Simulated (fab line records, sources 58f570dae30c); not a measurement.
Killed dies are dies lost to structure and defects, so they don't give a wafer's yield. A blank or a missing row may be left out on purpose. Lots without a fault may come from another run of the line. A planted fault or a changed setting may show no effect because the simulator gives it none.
Split-lot experiment | flow berkeley_cmos170 | 5 lots, 23 wafers read, on a route of 331 steps

THE SPLIT
At UCB170_GATE_EXPOSE_09 (exposes mask POLY, target cd 350 nm), the setting dose_mj was moved away from the recipe's 21 on 10 of the 23 wafers read, by -7.2% to +5.2%. The other wafers ran this setting at the recipe's value.

FROM THE SPLIT TO THE READING: what the file shows between them, 5 steps
- UCB170_GATE_PEB_10
- UCB170_GATE_DEVELOP_11: develop time 45 s
- UCB170_GATE_CD_MEAS_12: target cd 350 nm
- UCB170_GATE_ETCH_15: etches poly-Si in HBr/Cl2, stops on SiO2, time 56.3 s, target depth 278.2 nm (also split here: time_s)
- UCB170_GATE_STRIP_16: strips in O2

THE READING
cd_nm, in nm, at UCB170_GATE_CD_MEAS_90 (target cd 350 nm). Fault-free wafers of this fab line usually give 350.4 nm, standard deviation 1.5 nm.

wafer  | tool, chamber at the split | dose_mj as run | against the recipe | cd_nm, nm | against lot-mates on the recipe
L077.1 | krf_scanner-01, 0          | 21.51          | +2.4%              | 346.2     | -4.2
L077.3 | krf_scanner-01, 0          | 21             | recipe             | 350.5     | -
L077.4 | krf_scanner-01, 0          | 21             | recipe             | 350.2     | -
L077.5 | krf_scanner-01, 0          | 21.51          | +2.4%              | 346.9     | -3.5
L077.6 | krf_scanner-01, 0          | 21.51          | +2.4%              | 346.0     | -4.4
L076.1 | krf_scanner-01, 0          | 19.61          | -6.6%              | 360.2     | +10.9
L076.2 | krf_scanner-01, 0          | 19.61          | -6.6%              | 361.8     | +12.5
L076.3 | krf_scanner-01, 0          | 21             | recipe             | 349.0     | -
L076.4 | krf_scanner-01, 0          | 21             | recipe             | 349.7     | -
L076.6 | krf_scanner-01, 0          | 21             | recipe             | 349.3     | -
L075.2 | krf_scanner-01, 0          | 21             | recipe             | 351.0     | -
L075.5 | krf_scanner-01, 0          | 21             | recipe             | 352.0     | -
L075.6 | krf_scanner-01, 0          | 21             | recipe             | 351.7     | -
L078.1 | krf_scanner-01, 0          | 19.48          | -7.2%              | 361.3     | +12.3
L078.2 | krf_scanner-01, 0          | 19.48          | -7.2%              | 360.7     | +11.7
L078.3 | krf_scanner-01, 0          | 19.48          | -7.2%              | 363.1     | +14.1
L078.4 | krf_scanner-01, 0          | 21             | recipe             | 347.5     | -
L078.6 | krf_scanner-01, 0          | 21             | recipe             | 350.5     | -
L085.1 | krf_scanner-02, 0          | 21             | recipe             | 350.8     | -
L085.2 | krf_scanner-02, 0          | 21             | recipe             | 349.2     | -
L085.3 | krf_scanner-02, 0          | 21             | recipe             | 349.6     | -
L085.4 | krf_scanner-02, 0          | 22.09          | +5.2%              | 342.3     | -7.6
L085.6 | krf_scanner-02, 0          | 22.09          | +5.2%              | 341.5     | -8.4

THE FIT
A straight line over all 23 wafers: cd_nm changes by -1.61 nm for each +1% of dose_mj; r = -0.99; the points scatter about the line by 1 nm.
The same after taking each lot's own level away (the mean of its wafers on the recipe; 23 wafers): -1.7 nm for each +1%; r = -0.99; scatter 0.8 nm.
On that fit, the largest move of dose_mj shifts the reading by 12 nm.
The lots' own levels span 349.00 to 351.57 nm, that is 1.7 times the standard deviation above.
So the lot-to-lot level changes the slope little: the two slopes agree.
Check: with one of the wafers moved furthest among these (-7.2%) left out of the fit, the line predicts +12.6 nm for it against its lot-mates. It came out at +12.3 nm against them.

OTHER SPLITS ON THESE WAFERS
These wafers also went through other splits before the reading. Each is held against what the fit with the lots' levels taken away leaves over:
other split on the same wafers      | wafers away from the commonest value | r with cd_nm (lot level and that fit taken away)
UCB170_NWELL_IMPLANT_14 dose_cm2    | 8                                    | +0.23
UCB170_PWELL_IMPLANT_15 dose_cm2    | 9                                    | -0.21
UCB170_ACTIVE_COAT_08 resist_thk_nm | 7                                    | +0.02
UCB170_ACTIVE_SOFTBAKE_09 time_s    | 8                                    | -0.03
UCB170_SACOX_OXIDATION_01 ox_time_s | 10                                   | +0.00
UCB170_NVT_COAT_01 spin_rpm         | 11                                   | -0.29
UCB170_GATE_ETCH_15 time_s          | 8                                    | +0.08

THE WHOLE CHAIN: every reading that the file lists as answering this split, in the file's order
step                   | what it does                                                                 | reading                                                     | change (the file's fit)              | r (the file's)
UCB170_GATE_CD_MEAS_12 | target cd 350 nm                                                             | cd_nm                                                       | -1.7 nm for each +1% of the setting  | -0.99
UCB170_GATE_ETCH_15    | etches poly-Si in HBr/Cl2, stops on SiO2, time 56.3 s, target depth 278.2 nm | GATE.cd_nm (the simulator's own value, which no gauge read) | -1.67 nm for each +1% of the setting | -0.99
UCB170_GATE_CD_MEAS_90 | target cd 350 nm                                                             | cd_nm                                                       | -1.71 nm for each +1% of the setting | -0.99

THE FILE'S OWN FIT
cd_nm changes by -1.71 nm for each +1% of dose_mj, r = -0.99.
